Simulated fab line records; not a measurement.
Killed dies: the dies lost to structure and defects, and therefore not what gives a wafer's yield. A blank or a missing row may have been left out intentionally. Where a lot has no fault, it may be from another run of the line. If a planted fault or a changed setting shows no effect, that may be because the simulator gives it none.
Struck lot and sound lot, side by side | flow rit_cmos | 18 out of 202 route steps
Sound: the wafers L573.2, L573.3, L573.6. The struck wafers were L579.1, L579.4, L579.6. The cause is given at the end.
Each step with rows lists, per side, the tool, then ch with its chambers, then its first start. Under that, the readings that differ: sound wafers | struck wafers | difference of the means | sigmas: that difference in standard deviations of wafers without a fault.
alike: same words and numbers on both sides, and readings whose means sit less than 2 such deviations apart. not compared: any withheld reading, any reading some wafer has no value for, any bound like >300 that may hide the same value, and any number with overlapping values for which the record gives no deviation.
The two part at a step that has a row with sigmas, a row that says differs or no value, or rows on one side only. Non-overlapping numbers with no deviation appear without sigmas and do not part them. Lack of a reading on every wafer of one side parts them only where that side has two or more wafers.

first, 1 step without rows for these wafers: RIT_GATE_HARDBAKE_18 (time 60 s).
RIT_GATE_ETCH_19: etches poly-Si in SF6/CHF3/O2, stops on SiO2, time 165 s, target depth 312.5 nm.
  sound on rie_si-02 ch 1,3, day 6 01:07; struck on rie_si-02 ch 2,3, day 7 04:21
  alike: CHF3_flow_sccm, O2_flow_sccm, SF6_flow_sccm, drypump_motor_current_A, oes_product_au, throttle_valve_pct
  not compared: rf_hours_counter_h
RIT_GATE_STRIP_20: strips in O2, time 180 s.
  sound on plasma_asher-03 ch 0,1, day 6 01:14; struck on plasma_asher-02 ch 0,1, day 7 04:28
  alike: drypump_motor_current_A
  not compared: rf_hours_counter_h
RIT_GATE_CD_MEAS_90 targets a cd of 150 nm.
  sound on cd_sem-02 at day 6 01:26; struck on cd_sem-02 at day 7 04:38
  alike: cd_nm
then, 4 steps without rows for these wafers: RIT_REOX_CLEAN_00 (cleans in SC1, time 610 s); RIT_REOX_CLEAN_01 (cleans in dHF, time 30 s); RIT_REOX_CLEAN_02 (cleans in SC2, time 600 s); RIT_REOX_OXIDATION_03 (target thk 25.2 nm, ox time 5580 s).
RIT_REOX_THK_MEAS_04:
  sound on film_metro-01 at day 6 06:17; struck on film_metro-01 at day 7 09:23
  alike: REOX_OXIDE_THK
then, 3 steps without rows for these wafers: RIT_NLDD_HMDS_00 (prime time 60 s); RIT_NLDD_COAT_01 (resist thk 1000 nm); RIT_NLDD_SOFTBAKE_02 (time 60 s).
RIT_NLDD_EXPOSE_03: exposes mask M7, target cd 40700 nm.
  sound on iline_stepper-02 ch 0, day 6 06:55; struck on iline_stepper-01 ch 0, day 7 10:02
  reading                      | sound             | struck               | difference | sigmas
  model.NLDD.overlay_x_nm (nm) | 1.015 1.015 1.015 | -180.4 -180.4 -180.4 | -181.4     |
  alike: mask, focus_offset_nm
then, 2 steps without rows for these wafers: RIT_NLDD_PEB_04; RIT_NLDD_DEVELOP_05 (develop time 50 s).
RIT_NLDD_OVL_MEAS_06:
  sound on overlay-01 at day 6 07:19; struck on overlay-02 at day 7 10:26
  reading       | sound        | struck               | difference | sigmas
  NLDD_OVL (nm) | -0.2 1.7 1.1 | -182.2 -179.8 -179.8 | -181.5     | -99 or more
then, 1 step without rows for these wafers: RIT_NLDD_HARDBAKE_07 (time 60 s).
RIT_M1_PROBE_99:
  sound on prober-02 at day 6 22:57; struck on prober-02 at day 8 02:15
  reading                        | sound          | struck         | difference | sigmas
  model.etest.nldd.width_nm (nm) | 3186 3192 3190 | 3082 3066 3090 | -110       |
  alike: killed_at_contacts, killed_at_front_end, killed_dies, killed_open, killed_short

## WHERE THEY PART
At RIT_NLDD_OVL_MEAS_06 and nowhere else, as far as this record goes. Later steps at which nothing parts them and some readings are alike: RIT_M1_PROBE_99.

WHY: whatever the simulator had introduced
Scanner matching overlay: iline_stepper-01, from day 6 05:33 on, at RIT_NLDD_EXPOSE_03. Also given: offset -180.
